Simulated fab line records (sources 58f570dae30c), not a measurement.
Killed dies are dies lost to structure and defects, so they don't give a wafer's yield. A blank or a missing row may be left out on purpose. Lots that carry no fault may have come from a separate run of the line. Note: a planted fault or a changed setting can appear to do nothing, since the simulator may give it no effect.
fab line records	flow berkeley_cmos170
[record] lots = 5	wafers = 23
route steps=331 shown CONTACT@229 M1@242 V1@254 M2@272
start_h: hours from the record's first day to the start of the lot's first wafer shown	wait_h: hours from the lot's prior step to this one	" identical to the entry in the row above	L1.1+2: a row that stands for several wafers	- no value, or no start given	* or withheld: withheld	< > ~ a bound
route shown NAME@n: NAME is a module with steps in the file, n the number in the route of the first one	usual: mean/standard deviation of fault-free wafers	same: alike in all rows	chamber/n: place in a boat	sites: per-site readings	_std_site: standard deviation across them	_edge_site: inner sites' mean taken away from outer sites' mean	radius_mm: for every site, how far away it sits from the centre of the wafer	mask NAME#n: copy n	behind: the last tool/chamber to shape the wafer	hold: the reason the lot was held/the length of the hold in hours/how it ended	device: which transistor (n, p or np) failed to switch	end of line: the same wafers' tests at the end of the route	a step given without rows: its recipe and nothing more	killed: dies lost to structure and defects at the first sort, not the wafer's yield	map: shows each die of a wafer: x if killed, . if not, _ if none is there
set.NAME: setting as actually run; set.NAME@STEP: the setting as run at that earlier step	model.NAME: the simulator's own value behind a step, which no gauge read
lots whose settings were changed on purpose; a table a step, a row a wafer
[[steps]]
[step UCB170_CONTACT_PEB_13]
[recipe] peb_temp_c = 130	peb_time_s = withheld	resist = KrF
lot.wafer	tool	chamber	start_h	wait_h	set.peb_temp_c
L076.1+3+4	litho_track-02	0	140.47	0.1	130
L076.2+6	"	0	"	"	132.5
L079.2+3+5	litho_track-03	0	167.73	0.1	130
L079.4+6	"	0	"	"	128
L082.2+3	litho_track-02	0	169.89	0.4	126.6
L082.4+5+6	"	0	"	"	130
L080.2+3+4	litho_track-02	0	170.17	0.2	130
L085.1+2+4+5+6	litho_track-01	0	192.65	0.1	130
[step UCB170_CONTACT_DEVELOP_14]
[recipe] developer = TMAH	develop_time_s = 45	resist = KrF	dev_temp_c = 21
[step UCB170_CONTACT_CD_MEAS_15]
[recipe] target_cd_nm = 700
[usual] cd_nm = 700.5/1.5
lot.wafer	tool	chamber	start_h	wait_h	set.peb_temp_c@CONTACT_PEB_13	cd_nm
L076.1	cd_sem-01	-	140.74	-	130	698.8
L076.2	"	-	"	"	132.5	713.5
L076.3	"	-	"	"	130	697.4
L076.4	"	-	"	"	130	699.2
L076.6	"	-	"	"	132.5	715.1
L079.2	cd_sem-01	-	168.00	-	130	701.1
L079.3	"	-	"	"	130	700.6
L079.4	"	-	"	"	128	686.6
L079.5	"	-	"	"	130	700.5
L079.6	"	-	"	"	128	686.8
L082.2	cd_sem-01	-	170.16	-	126.6	676.4
L082.3	"	-	"	"	126.6	676.6
L082.4	"	-	"	"	130	702.0
L082.5	"	-	"	"	130	702.7
L082.6	"	-	"	"	130	703.5
L080.2	cd_sem-02	-	170.44	-	130	700.3
L080.3	"	-	"	"	130	699.6
L080.4	"	-	"	"	130	699.9
L085.1	cd_sem-02	-	192.93	-	130	699.9
L085.2	"	-	"	"	130	699.0
L085.4	"	-	"	"	130	698.9
L085.5	"	-	"	"	130	698.5
L085.6	"	-	"	"	130	698.1
[step UCB170_CONTACT_ETCH_17]
[recipe] chemistry = N2/H2	target_depth_a = withheld	overetch_a = withheld	target = BARC	time_s = withheld	source_w = 500	bias_w = 100	pressure_mtorr = 30	n2_flow_sccm = 100	h2_flow_sccm = 200
lot.wafer	tool	chamber	start_h	wait_h	set.peb_temp_c@CONTACT_PEB_13	model.CONTACT.cd_nm
L076.1+4	rie_diel-01	2,3	140.90	0.0	130	698.8
L076.2	"	0	"	"	132.5	713.5
L076.3	"	1	"	"	130	697.5
L076.6	"	2	"	"	132.5	714.9
L079.2	rie_diel-03	0	168.13	0.0	130	701
L079.3	"	1	"	"	130	700.1
L079.4+6	"	3,0	"	"	128	686
L079.5	"	3	"	"	130	700.7
L082.2	rie_diel-01	2	170.30	0.0	126.6	676.5
L082.3	"	1	"	"	126.6	676.2
L082.4	"	3	"	"	130	700.6
L082.5	"	0	"	"	130	701.6
L082.6	"	3	"	"	130	702.9
L080.2	rie_diel-01	2	170.57	0.0	130	700
L080.3	"	3	"	"	130	699.2
L080.4	"	1	"	"	130	699.4
L085.1	rie_diel-04	0	193.08	0.0	130	700
L085.2	"	3	"	"	130	698.4
L085.4	"	2	"	"	130	699.3
L085.5	"	3	"	"	130	698.8
L085.6	"	0	"	"	130	698.2
[step UCB170_CONTACT_ETCH_18]
[recipe] chemistry = CHF3/CF4/Ar	target = PSG	stop_on = TiSi2	CHF3_flow_sccm = 45	cf4_flow_sccm = 15	Ar_flow_sccm = 150	pressure_mtorr = 200	rf_w = 700	target_depth_a = 8400	over_etch_frac = 0.2	time_s = 195
lot.wafer	tool	chamber	start_h	wait_h	set.peb_temp_c@CONTACT_PEB_13	model.CONTACT.cd_nm
L076.1	rie_diel-01	2	-	-	130	699
L076.2	"	0	"	"	132.5	713.8
L076.3	"	1	"	"	130	698.4
L076.4	"	3	"	"	130	698.6
L076.6	"	2	"	"	132.5	714.9
L079.2	rie_diel-03	0	-	-	130	699.9
L079.3	"	1	"	"	130	699.6
L079.4	"	3	"	"	128	685.9
L079.5	"	3	"	"	130	700.5
L079.6	"	0	"	"	128	685.8
L082.2	rie_diel-01	2	-	-	126.6	676.4
L082.3	"	1	"	"	126.6	676.7
L082.4	"	3	"	"	130	700.6
L082.5	"	0	"	"	130	702.2
L082.6	"	3	"	"	130	702.8
L080.2+4	rie_diel-01	2,1	-	-	130	700
L080.3	"	3	"	"	130	699.4
L085.1	rie_diel-04	0	-	-	130	700.3
L085.2	"	3	"	"	130	698.8
L085.4+5	"	2,3	"	"	130	699.6
L085.6	"	0	"	"	130	698.4
[step UCB170_CONTACT_STRIP_19]
[recipe] chemistry = O2	power_w = 400	pressure_mtorr = 3500	platen_temp_c = withheld	o2_flow_sccm = 400	overash_fraction = 0.5
[step UCB170_CONTACT_CD_MEAS_90]
[recipe] target_cd_nm = 700
[usual] cd_nm = 700.1/1.5
lot.wafer	tool	chamber	start_h	wait_h	set.peb_temp_c@CONTACT_PEB_13	cd_nm
L076.1	cd_sem-01	-	141.21	0.1	130	698.9
L076.2	"	-	"	"	132.5	713.6
L076.3	"	-	"	"	130	698.2
L076.4	"	-	"	"	130	698.5
L076.6	"	-	"	"	132.5	714.7
L079.2	cd_sem-01	-	168.42	0.1	130	700.0
L079.3	"	-	"	"	130	699.6
L079.4	"	-	"	"	128	685.9
L079.5	"	-	"	"	130	700.3
L079.6	"	-	"	"	128	685.7
L082.2	cd_sem-01	-	170.67	0.2	126.6	676.8
L082.3	"	-	"	"	126.6	676.3
L082.4	"	-	"	"	130	700.4
L082.5	"	-	"	"	130	702.1
L082.6	"	-	"	"	130	702.6
L080.2	cd_sem-02	-	170.86	0.1	130	700.1
L080.3	"	-	"	"	130	699.0
L080.4	"	-	"	"	130	699.9
L085.1	cd_sem-02	-	193.35	0.1	130	700.0
L085.2	"	-	"	"	130	698.8
L085.4	"	-	"	"	130	699.5
L085.5	"	-	"	"	130	699.5
L085.6	"	-	"	"	130	698.3
[step UCB170_M1_COAT_04]
[recipe] resist = KrF	spin_rpm = 1500	resist_thk_nm = 900
lot.wafer	tool	chamber	start_h	wait_h	set.resist_thk_nm	model.KrF_of_M1_COAT_04.thk_nm
L076.1	litho_track-01	0	-	-	850.4	855.3
L076.2	"	0	"	"	900	905
L076.3	"	0	"	"	900	901.5
L076.4	"	0	"	"	900	901.4
L076.6	"	0	"	"	850.4	853.1
L079.2	litho_track-01	0	-	-	900	902.4
L079.3	"	0	"	"	884.6	886
L079.4	"	0	"	"	900	900
L079.5	"	0	"	"	900	901.8
L079.6	"	0	"	"	884.6	885.6
L082.2	litho_track-04	0	-	-	848.9	844.7
L082.3	"	0	"	"	900	897.4
L082.4	"	0	"	"	900	899.4
L082.5	"	0	"	"	848.9	848
L082.6	"	0	"	"	900	898.8
L080.2	litho_track-01	0	-	-	900	896.6
L080.3	"	0	"	"	900	896.5
L080.4	"	0	"	"	900	899.4
L085.1	litho_track-04	0	-	-	871.2	873.2
L085.2	"	0	"	"	900	896.5
L085.4	"	0	"	"	900	898.6
L085.5	"	0	"	"	871.2	871
L085.6	"	0	"	"	871.2	872.2
[step UCB170_M1_SOFTBAKE_05]
[recipe] resist = KrF	temp_c = 130	time_s = 60
[step UCB170_M1_EXPOSE_06]
[recipe] mask_id = METAL1	target_cd_nm = 700	na = 0.5	sigma_outer = 0.6	source_shape = conventional	dose_mj = 21
[step UCB170_M1_ETCH_11]
[recipe] chemistry = N2/H2	target_depth_a = withheld	overetch_a = withheld	target = BARC	time_s = withheld	source_w = 500	bias_w = 100	pressure_mtorr = 30	n2_flow_sccm = 100	h2_flow_sccm = 200
[step UCB170_M1_METAL_ETCH_12]
[recipe] chemistry = Cl2/BCl3	target = Al	stop_on = PSG	pressure_mtorr = 12	target_depth_a = 7800	over_etch_frac = 0.3	time_s = 130	icp_w = 600	bias_w = 120	Cl2_flow_sccm = 90	bcl3_flow_sccm = 45
lot.wafer	tool	chamber	start_h	wait_h	set.resist_thk_nm@M1_COAT_04	model.KrF_of_M1_COAT_04.thk_nm
L076.1	rie_metal-03	0	142.79	-	850.4	390.7
L076.2	"	1	"	"	900	435.7
L076.3	"	0	"	"	900	436.1
L076.4	"	1	"	"	900	430.2
L076.6	"	1	"	"	850.4	384
L079.2	rie_metal-03	0	170.54	-	900	437.9
L079.3	"	0	"	"	884.6	417.6
L079.4	"	0	"	"	900	436.1
L079.5	"	0	"	"	900	437.4
L079.6	"	0	"	"	884.6	424
L082.2	rie_metal-01	1	172.42	-	848.9	374.1
L082.3	"	1	"	"	900	428.8
L082.4	"	0	"	"	900	439.8
L082.5	"	0	"	"	848.9	389.9
L082.6	"	1	"	"	900	428.5
L080.2	rie_metal-02	0	172.75	-	900	432.5
L080.3	"	0	"	"	900	427.8
L080.4	"	1	"	"	900	437.9
L085.1	rie_metal-03	0	195.06	-	871.2	413.7
L085.2	"	0	"	"	900	434.3
L085.4	"	0	"	"	900	437.5
L085.5	"	0	"	"	871.2	407.4
L085.6	"	0	"	"	871.2	406.5
[step UCB170_V1_CVD_00]
[recipe] material = SiO2	target_thk_nm = 2000	temp_c = 390	precursor = TEOS/O2	time_s = 250	rf_w = 550	pressure_mtorr = 9000
lot.wafer	tool	chamber	start_h	wait_h	set.time_s	model.SiO2_of_V1_CVD_00.thk_nm
L076.1+6	pecvd-01	0,2	146.34	0.0	250	-
L076.2	"	1	"	"	250	1996
L076.3	"	2	"	"	224.3	-
L076.4	"	1	"	"	224.3	1826
L079.2	pecvd-01	0	174.40	0.0	286.8	2325
L079.3	"	2	"	"	250	2035
L079.4	"	2	"	"	286.8	2364
L079.5	"	0	"	"	250	-
L079.6	"	1	"	"	286.8	-
L082.2+3	pecvd-03	2,1	174.40	0.0	250	2004
L082.4	"	2	"	"	250	2040
L082.5	"	0	"	"	272.4	2201
L082.6	"	1	"	"	272.4	2221
L080.2	pecvd-03	2	175.86	0.0	250	1956
L080.3	"	1	"	"	250	1976
L080.4	"	0	"	"	250	1986
L085.1	pecvd-02	2	199.16	0.0	250	2013
L085.2	"	0	"	"	250	1974
L085.4	"	2	"	"	281.1	2253
L085.5	"	0	"	"	250	2028
L085.6	"	1	"	"	281.1	2274
[step UCB170_V1_THK_MEAS_01]
[recipe] reads = SiO2_of_V1_CVD_00
[usual] V1_TEOS_THK = 2007/26
lot.wafer	tool	chamber	start_h	wait_h	set.time_s@V1_CVD_00	V1_TEOS_THK[nm]
L076.1	film_metro-04	-	146.49	0.1	250	1969
L076.2	"	-	"	"	250	1997
L076.3	"	-	"	"	224.3	1794
L076.4	"	-	"	"	224.3	1826
L076.6	"	-	"	"	250	2007
L079.2	film_metro-03	-	174.57	0.1	286.8	2324
L079.3	"	-	"	"	250	2035
L079.4	"	-	"	"	286.8	2365
L079.5	"	-	"	"	250	2038
L079.6	"	-	"	"	286.8	2353
L082.2	film_metro-01	-	174.57	0.1	250	2002
L082.3	"	-	"	"	250	2004
L082.4	"	-	"	"	250	2039
L082.5	"	-	"	"	272.4	2200
L082.6	"	-	"	"	272.4	2221
L080.2	film_metro-04	-	176.03	0.1	250	1956
L080.3	"	-	"	"	250	1977
L080.4	"	-	"	"	250	1988
L085.1	film_metro-01	-	199.32	0.1	250	2011
L085.2	"	-	"	"	250	1974
L085.4	"	-	"	"	281.1	2254
L085.5	"	-	"	"	250	2029
L085.6	"	-	"	"	281.1	2272
[step UCB170_V1_CMP_02]
[recipe] material = SiO2	down_force_psi = 6	platen_rpm = 60	pad_velocity_m_s = 0.75398
lot.wafer	tool	chamber	start_h	wait_h	set.leave_above_ref_nm	model.SiO2_of_V1_CVD_00.thk_nm
L076.4	cmp-01	1	146.55	0.0	1000	1000
L076.2	"	2	"	"	978.1	978.9
L076.3	"	3	"	"	978.1	-
L076.1+6	"	0,1	"	"	1000	-
L079.2	cmp-01	2	174.62	0.0	1000	998
L079.3	"	3	"	"	1047	1045
L079.4	"	1	"	"	1047	1046
L079.6+5	"	2,3	"	"	1000	-
L082.4	cmp-02	0	174.62	0.0	1000	999.6
L082.3	"	2	"	"	1000	1001
L082.2	"	3	"	"	1000	999.7
L082.6	"	0	"	"	1000	1000
L082.5	"	1	"	"	1000	999.9
L080.3	cmp-01	2	176.13	0.1	1000	999.9
L080.2	"	3	"	"	1000	998.7
L080.4	"	0	"	"	1000	1000
L085.2+4	cmp-02	2,0	199.38	0.0	1000	1001
L085.1	"	3	"	"	1073	1073
L085.6	"	2	"	"	1000	998.7
L085.5	"	3	"	"	1073	1074
[step UCB170_V1_THK_MEAS_04]
[recipe] reads = SiO2_of_V1_CVD_00
[usual] V1_POLISHED_THK = 1000.0/1.1
lot.wafer	tool	chamber	start_h	wait_h	set.leave_above_ref_nm@V1_CMP_02	V1_POLISHED_THK[nm]
L076.1	film_metro-04	-	146.97	0.1	1000	1000.1
L076.2	"	-	"	"	978.1	979.1
L076.3	"	-	"	"	978.1	979.2
L076.4	"	-	"	"	1000	999.9
L076.6	"	-	"	"	1000	1000.4
L079.2	film_metro-03	-	175.05	0.1	1000	997.4
L079.3	"	-	"	"	1047	1045.1
L079.4	"	-	"	"	1047	1046.1
L079.5	"	-	"	"	1000	999.2
L079.6	"	-	"	"	1000	999.0
L082.2	film_metro-01	-	175.05	0.1	1000	999.1
L082.3	"	-	"	"	1000	1000.9
L082.4	"	-	"	"	1000	1000.4
L082.5	"	-	"	"	1000	998.3
L082.6	"	-	"	"	1000	1000.6
L080.2	film_metro-01	-	176.51	0.1	1000	1000.0
L080.3	"	-	"	"	1000	1000.7
L080.4	"	-	"	"	1000	999.2
L085.1	film_metro-03	-	199.80	0.1	1073	1073.7
L085.2	"	-	"	"	1000	1000.5
L085.4	"	-	"	"	1000	1001.0
L085.5	"	-	"	"	1073	1073.7
L085.6	"	-	"	"	1000	999.4
[step UCB170_V1_CLEAN_05]
[recipe] chemistry = DIW
[step UCB170_V1_HMDS_06]
[recipe] prime_time_s = 60	prime_temp_c = 100
[step UCB170_V1_ETCH_14]
[recipe] chemistry = CHF3/CF4/Ar	target = SiO2	stop_on = Al	CHF3_flow_sccm = 45	cf4_flow_sccm = 15	Ar_flow_sccm = 150	pressure_mtorr = 200	rf_w = 712.2	target_depth_a = 12500	over_etch_frac = 0.25	time_s = 291
lot.wafer	tool	chamber	start_h	wait_h	set.leave_above_ref_nm@V1_CMP_02	model.etch.depth_nm	model.V1.feature_depth_nm
L076.1	rie_diel-01	3	148.45	0.0	1000	-	1001
L076.2	"	2	"	"	978.1	978.9	979.3
L076.3	"	0	"	"	978.1	-	979.1
L076.4	"	1	"	"	1000	1000	1001
L076.6	"	2	"	"	1000	-	1000
L082.2	rie_diel-02	2	176.70	0.0	1000	999.7	999.9
L082.3	"	0	"	"	1000	1001	1001
L082.4	"	1	"	"	1000	999.6	1000
L082.5	"	2	"	"	1000	999.9	1000
L082.6	"	3	"	"	1000	1000	1000
L079.2	rie_diel-01	2	176.98	0.0	1000	998	998.4
L079.3	"	3	"	"	1047	1045	1046
L079.4	"	1	"	"	1047	1046	1046
L079.5	"	2	"	"	1000	-	999.5
L079.6	"	3	"	"	1000	-	999.3
L080.2	rie_diel-01	3	178.08	0.0	1000	998.7	999
L080.3	"	1	"	"	1000	999.9	1000
L080.4	"	2	"	"	1000	1000	1000
L085.1	rie_diel-01	1	201.06	0.0	1073	1073	1074
L085.2+4	"	0,2	"	"	1000	1001	1001
L085.5	"	2	"	"	1073	1074	1074
L085.6	"	3	"	"	1000	998.7	999
[step UCB170_M2_SPUTTER_01]
[recipe] material = Al	target_thk_nm = 900	time_s = 120	power_w = 6000	chamber_pressure_pa = 0.5
lot.wafer	tool	chamber	start_h	wait_h	set.power_w	model.Al_of_M2_SPUTTER_01.thk_nm
L076.1	pvd_sputter-01	-	148.91	0.0	5485	821.4
L076.2	"	-	"	"	6000	891.8
L076.3	"	-	"	"	5485	817.1
L076.4	"	-	"	"	6000	900.7
L076.6	"	-	"	"	5485	823.1
L082.2	pvd_sputter-04	-	177.17	0.0	6000	900.9
L082.3	"	-	"	"	6268	939.9
L082.4	"	-	"	"	6268	944.1
L082.5	"	-	"	"	6000	898.5
L082.6	"	-	"	"	6000	905.9
L079.2	pvd_sputter-03	-	177.44	0.0	6000	898.4
L079.3	"	-	"	"	6000	900
L079.4	"	-	"	"	6000	895.1
L079.5	"	-	"	"	5518	826.2
L079.6	"	-	"	"	5518	831.5
L080.2	pvd_sputter-04	-	178.55	0.0	6000	895.7
L080.3	"	-	"	"	6000	894.1
L080.4	"	-	"	"	6000	902.4
L085.1	pvd_sputter-04	-	201.53	0.0	6000	911.1
L085.2	"	-	"	"	6229	950
L085.4	"	-	"	"	6000	910.5
L085.5	"	-	"	"	6229	940
L085.6	"	-	"	"	6229	944
[step UCB170_M2_RS_MEAS_02]
[recipe] thk_meas_gauge = four-point-probe	reads = Al_of_M2_SPUTTER_01
[usual] M2_AL_RS = 0.03204/0.00028
lot.wafer	tool	chamber	start_h	wait_h	set.power_w@M2_SPUTTER_01	M2_AL_RS[ohm/sq]
L076.1	film_metro-04	-	149.00	0.0	5485	0.03527
L076.2	"	-	"	"	6000	0.03246
L076.3	"	-	"	"	5485	0.03538
L076.4	"	-	"	"	6000	0.03203
L076.6	"	-	"	"	5485	0.03514
L082.2	film_metro-02	-	177.27	0.1	6000	0.03215
L082.3	"	-	"	"	6268	0.03078
L082.4	"	-	"	"	6268	0.03067
L082.5	"	-	"	"	6000	0.03219
L082.6	"	-	"	"	6000	0.03194
L079.2	film_metro-02	-	177.54	0.1	6000	0.03227
L079.3	"	-	"	"	6000	0.03219
L079.4	"	-	"	"	6000	0.03237
L079.5	"	-	"	"	5518	0.03503
L079.6	"	-	"	"	5518	0.03478
L080.2	film_metro-02	-	178.65	0.1	6000	0.03231
L080.3	"	-	"	"	6000	0.03233
L080.4	"	-	"	"	6000	0.03205
L085.1	film_metro-02	-	201.61	0.0	6000	0.03171
L085.2	"	-	"	"	6229	0.03045
L085.4	"	-	"	"	6000	0.03178
L085.5	"	-	"	"	6229	0.03077
L085.6	"	-	"	"	6229	0.03063
[step UCB170_M2_THK_MEAS_03]
[recipe] thk_meas_gauge = xrf	reads = Al_of_M2_SPUTTER_01
[usual] M2_AL_THK = 904/8.3
lot.wafer	tool	chamber	start_h	wait_h	set.power_w@M2_SPUTTER_01	M2_AL_THK[nm]
L076.1	film_metro-04	-	149.12	0.1	5485	821
L076.2	"	-	"	"	6000	897
L076.3	"	-	"	"	5485	821
L076.4	"	-	"	"	6000	902
L076.6	"	-	"	"	5485	824
L082.2	film_metro-02	-	177.38	0.1	6000	905
L082.3	"	-	"	"	6268	946
L082.4	"	-	"	"	6268	942
L082.5	"	-	"	"	6000	905
L082.6	"	-	"	"	6000	909
L079.2	film_metro-02	-	177.65	0.1	6000	905
L079.3	"	-	"	"	6000	906
L079.4	"	-	"	"	6000	896
L079.5	"	-	"	"	5518	831
L079.6	"	-	"	"	5518	835
L080.2	film_metro-02	-	178.76	0.1	6000	894
L080.3	"	-	"	"	6000	898
L080.4	"	-	"	"	6000	906
L085.1	film_metro-02	-	201.73	0.1	6000	912
L085.2	"	-	"	"	6229	954
L085.4	"	-	"	"	6000	912
L085.5	"	-	"	"	6229	939
L085.6	"	-	"	"	6229	942
[[key]]
[split] step = UCB170_CONTACT_PEB_13	setting = peb_temp_c	stated = 130	by = wafer
[response] step = UCB170_CONTACT_CD_MEAS_15	reading = cd_nm	change = +9.32	per = 1%	r = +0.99
[response] step = UCB170_CONTACT_ETCH_17	reading = model.CONTACT.cd_nm	change = +9.23	per = 1%	r = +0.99
[response] step = UCB170_CONTACT_ETCH_18	reading = model.CONTACT.cd_nm	change = +9.14	per = 1%	r = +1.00
[response] step = UCB170_CONTACT_CD_MEAS_90	reading = cd_nm	change = +9.11	per = 1%	r = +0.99
[split] step = UCB170_M1_COAT_04	setting = resist_thk_nm	stated = 900	by = wafer
[response] step = UCB170_M1_COAT_04	reading = model.KrF_of_M1_COAT_04.thk_nm	change = +8.85	per = 1%	r = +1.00
[response] step = UCB170_M1_METAL_ETCH_12	reading = model.KrF_of_M1_COAT_04.thk_nm	change = +8.66	per = 1%	r = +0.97
[split] step = UCB170_V1_CVD_00	setting = time_s	stated = 250	by = wafer
[response] step = UCB170_V1_CVD_00	reading = model.SiO2_of_V1_CVD_00.thk_nm	change = +20.6	per = 1%	r = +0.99
[response] step = UCB170_V1_THK_MEAS_01	reading = V1_TEOS_THK	change = +20.4	per = 1%	r = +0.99
[split] step = UCB170_V1_CMP_02	setting = leave_above_ref_nm	stated = 1000	by = wafer
[response] step = UCB170_V1_CMP_02	reading = model.SiO2_of_V1_CVD_00.thk_nm	change = +10	per = 1%	r = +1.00
[response] step = UCB170_V1_THK_MEAS_04	reading = V1_POLISHED_THK	change = +10	per = 1%	r = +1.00
[response] step = UCB170_V1_ETCH_14	reading = model.etch.depth_nm	change = +10	per = 1%	r = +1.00
[response] step = UCB170_V1_ETCH_14	reading = model.V1.feature_depth_nm	change = +10	per = 1%	r = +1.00
[split] step = UCB170_M2_SPUTTER_01	setting = power_w	stated = 6000	by = wafer
[response] step = UCB170_M2_SPUTTER_01	reading = model.Al_of_M2_SPUTTER_01.thk_nm	change = +8.76	per = 1%	r = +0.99
[response] step = UCB170_M2_RS_MEAS_02	reading = M2_AL_RS	change = -0.000333	per = 1%	r = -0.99
[response] step = UCB170_M2_THK_MEAS_03	reading = M2_AL_THK	change = +8.76	per = 1%	r = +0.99
